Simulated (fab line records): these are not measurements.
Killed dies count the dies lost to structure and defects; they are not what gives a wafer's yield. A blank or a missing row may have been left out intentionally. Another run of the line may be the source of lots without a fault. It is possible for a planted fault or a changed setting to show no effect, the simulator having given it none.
What tool caused it? | flow berkeleyCmos170 | 7 lots with 21 wafers sampled at 2 steps, on a route of 331 steps

## WHAT EACH GAUGE READ, for each wafer
UCB170_PLDD_CD_MEAS_06: the cd target is 1200 nm.
lot  | measured     | on       | cdNm (nm)
L743 | day 7 00:10  | cdSem-01 | 1199.8 1200.0 1199.2
L748 | day 7 23:37  | cdSem-01 | 1204.2 1203.5 1204.4
L749 | day 8 06:52  | cdSem-01 | 1201.2 1202.4 1202.3
L755 | day 9 07:49  | cdSem-02 | 1197.8 1199.3 1198.8
L759 | day 9 23:47  | cdSem-02 | 1200.3 1198.7 1198.4
L761 | day 10 00:14 | cdSem-01 | 1200.1 1199.7 1200.8
L763 | day 10 20:23 | cdSem-02 | 1202.4 1200.1 1200.9

## WHICH TOOL RAN EACH LOT (tool, then ch and the chambers of the sampled wafers, then the start)
lot  | UCB170_ZERO_STRIP_07
L743 | plasmaAsher-01 ch 0,1, day 2 03:55
L748 | plasmaAsher-01 ch 0,1, day 3 05:28
L749 | plasmaAsher-01 ch 0,1, day 3 12:47
L755 | plasmaAsher-03 ch 0,1, day 4 20:17
L759 | plasmaAsher-03 ch 0,1, day 5 15:59
L761 | plasmaAsher-03 ch 0,1, day 6 01:10
L763 | plasmaAsher-04 ch 0,1, day 6 09:34
- UCB170_ZERO_STRIP_07: strips in O2.

## THE ANSWER, worked out from the rows above alone
Rule: usual is defined by the lots themselves. The widest of any qualifying gaps counts: lots, ordered by their means at a reading, are off when they make up no more than a third of the lots, leave a main group of 4 or more, and stand apart from it by 3 or more times the standard deviation of that group's means. A main group whose means are all the same, to the digits that the tables above print for the reading, isn't used. Also off: a lot with no number at a reading for which 4 or more lots have one. Any other lot the step has rows for is counted as sound.
None of the lots is off at any reading shown; this tells nothing.

## WHAT THE SIMULATOR HAD INSERTED
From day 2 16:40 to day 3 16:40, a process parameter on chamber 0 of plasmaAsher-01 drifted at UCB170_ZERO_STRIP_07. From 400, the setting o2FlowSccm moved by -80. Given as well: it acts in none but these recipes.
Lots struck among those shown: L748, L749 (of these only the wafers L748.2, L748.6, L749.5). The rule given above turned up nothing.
